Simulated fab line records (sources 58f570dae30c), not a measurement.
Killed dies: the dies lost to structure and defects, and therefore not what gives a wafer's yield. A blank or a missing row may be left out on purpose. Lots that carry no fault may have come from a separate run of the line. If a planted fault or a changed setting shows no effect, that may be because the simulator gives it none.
Which of the tools did it?	flow berkeley_cmos170	route of 331 steps, sampled at 1 step: 14 lots, 41 wafers

## WHAT THE GAUGES READ, wafer by wafer
UCB170_V1_CD_MEAS_90 targets a cd of 700 nm. Usual: cd_nm at 699.9 nm, with a standard deviation of 1.8.
lot	measured	on	cd_nm (nm)	flag
L595	day 8 04:50	cd_sem-01	699.3 699.4 698.0	
L598	day 8 13:49	cd_sem-02	698.2 697.3 696.3	
L604	day 9 06:42	cd_sem-01	699.8 702.7 702.7	
L601	day 9 06:53	cd_sem-01	698.4 701.3	
L607	day 9 18:22	cd_sem-01	697.2 699.2 699.0	
L606	day 9 18:31	cd_sem-01	695.9 697.5 697.6	
L605	day 9 18:48	cd_sem-02	700.9 705.2 704.7	
L609	day 10 19:17	cd_sem-01	700.1 702.4 702.8	
L610	day 10 20:19	cd_sem-02	704.1 700.8 703.6	
L611	day 10 21:22	cd_sem-01	700.8 700.8 700.5	
L612	day 10 21:30	cd_sem-01	699.5 700.1 699.5	
L616	day 11 16:23	cd_sem-01	700.5 701.5 700.6	
L613	day 11 16:32	cd_sem-02	699.9 700.6 698.2	
L618	day 12 06:40	cd_sem-02	698.3 700.8 700.1	

## WHICH TOOL RAN EACH LOT (tool, then ch and the chambers of the sampled wafers, then the start)
No process step before these readings appears in the record.

## AS READ BY THE TOOLS THEMSELVES (means over the sampled wafers that have a number; for cases with no such wafer, the mark the record gives instead)
The record holds no such reading with a usual standard deviation.

## THE ANSWER, worked out from the rows above alone
Rule: take the mean of a lot's wafers that have a number; if it is more than 3 standard deviations from the usual mean, the lot is off. Also off: a lot with no number at a reading for which 4 or more lots have one. Any other lot the step has rows for is counted as sound. Order of review: gauges by route order, followed by the tools' own readings, for which a lot's mean as printed above is used. At the first step where some lot is off, the reading lying furthest off is the one used; lots without a number count as furthest.
None of the lots is off at any reading shown; this tells nothing.

## WHAT WAS PUT IN BY THE SIMULATOR
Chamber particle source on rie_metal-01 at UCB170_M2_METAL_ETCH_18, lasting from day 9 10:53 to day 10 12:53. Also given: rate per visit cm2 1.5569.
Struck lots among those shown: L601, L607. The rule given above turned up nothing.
